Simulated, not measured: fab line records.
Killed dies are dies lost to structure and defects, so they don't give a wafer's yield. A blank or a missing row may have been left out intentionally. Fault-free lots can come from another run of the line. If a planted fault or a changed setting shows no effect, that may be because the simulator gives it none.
A struck lot beside a sound one | flow berkeley cmos170 | 23 out of 331 route steps
Sound: the wafers L293.2, L293.3, L293.5. Wafers struck: L299.2, L299.4, L299.5. Last of all comes the cause.
Per side, at each step with rows, come the tool, then ch with its chambers, and then its first start. Under that, the readings that differ: sound wafers | struck wafers | difference of the means | sigmas: that difference in standard deviations of wafers without a fault.
alike: words and numbers the same on both sides, and readings whose means are apart by under 2 such deviations; not compared: readings that were withheld, readings missing a value for some wafer, numbers with overlapping values and no deviation given by the record, and bounds like >300 which may hide the same value.
A row with sigmas, a row that says differs or no value, or rows on one side alone: a step with any of these is where the two part. When numbers do not overlap yet have no deviation, they are printed without sigmas and do not part them. A reading missing from all wafers of one side parts the sides only when that side holds two or more wafers.

first, 5 steps without rows for these wafers: UCB170_PSD_COAT_01 (resist thk 900 nm); UCB170_PSD_SOFTBAKE_02 (time 60 s); UCB170_PSD_EXPOSE_03 (exposes mask PSELECT MOD, target cd 1200 nm); UCB170_PSD_PEB_04; UCB170_PSD_DEVELOP_05 (develop time 45 s).
UCB170_PSD_CD_MEAS_06: target cd 1200 nm.
  sound on cd sem-02, day 7 09:03; struck on cd sem-02, day 8 12:13
  alike: cd nm
UCB170_PSD_OVL_MEAS_07:
  sound on overlay-01, day 7 09:10; struck on overlay-01, day 8 12:19
  reading      | sound   | struck  | difference | sigmas
  PSD_OVL (nm) | 8 14 13 | -4 -6 0 | -15        | -2
after that, 1 step had no rows for these wafers: UCB170_PSD_IMPLANT_08.
UCB170_PSD_STRIP_09: strips in O2.
  sound on plasma asher-01 ch 1, day 7 09:20; struck on plasma asher-01 ch 0,1, day 8 12:29
  alike: drypump motor current A, oes product au, strip time to endpoint s
  not compared: rf hours counter h
UCB170_PSD_TW_MEAS_10:
  sound on film metro-02, day 7 09:27; struck on film metro-04, day 8 12:36
  alike: PSD_TW
then, 2 steps without rows for these wafers: UCB170_PSD_CLEAN_11 (cleans in SPM, time 600 s); UCB170_NSD_HMDS_00 (prime time 60 s).
UCB170_NSD_COAT_01: resist thk 900 nm.
  sound on litho track-03 ch 0, day 7 11:08; struck on litho track-03 ch 0, day 8 13:41
  reading                              | sound             | struck            | difference | sigmas
  model.KrF_of_NSD_COAT_01.thk nm (nm) | 904.1 901.3 901.7 | 945.2 943.1 945.9 | +42.4      |
  alike: dispense pressure kPa
then, 3 steps without rows for these wafers: UCB170_NSD_SOFTBAKE_02 (time 60 s); UCB170_NSD_EXPOSE_03 (exposes mask NSELECT MOD, target cd 1200 nm); UCB170_NSD_PEB_04.
UCB170_NSD_DEVELOP_05: develop time 45 s.
  sound: litho track-03 ch 0; struck: litho track-03 ch 0
  reading                              | sound             | struck          | difference | sigmas
  model.KrF_of_NSD_COAT_01.thk nm (nm) | 889.9 887.1 887.5 | 931 928.9 931.7 | +42        |
UCB170_NSD_CD_MEAS_06: target cd 1200 nm.
  sound on cd sem-01, day 7 12:10; struck on cd sem-01, day 8 15:16
  alike: cd nm
UCB170_NSD_OVL_MEAS_07:
  sound on overlay-02, day 7 12:16; struck on overlay-01, day 8 15:22
  alike: NSD_OVL
after that, 1 step had no rows for these wafers: UCB170_NSD_IMPLANT_08.
UCB170_NSD_STRIP_09: strips in O2.
  sound on plasma asher-03 ch 0,1, day 7 12:26; struck on plasma asher-01 ch 1, day 8 15:33
  reading                      | sound             | struck            | difference | sigmas
  strip time to endpoint s (s) | 35.83 35.78 35.80 | 36.95 36.83 36.92 | +1.10      | +17
  alike: drypump motor current A, oes product au
  not compared: rf hours counter h
UCB170_NSD_TW_MEAS_10:
  sound on film metro-01, day 7 12:33; struck on film metro-02, day 8 15:40
  reading | sound          | struck         | difference | sigmas
  NSD_TW  | 4307 4299 4292 | 4205 4206 4199 | -96        | -2
after that, 1 step had no rows for these wafers: UCB170_M3_PROBE_99.

== WHERE THEY PART ==
Earliest at UCB170_PSD_OVL_MEAS_07; latest, in this record, at UCB170_NSD_TW_MEAS_10.

WHY: what the simulator had put in
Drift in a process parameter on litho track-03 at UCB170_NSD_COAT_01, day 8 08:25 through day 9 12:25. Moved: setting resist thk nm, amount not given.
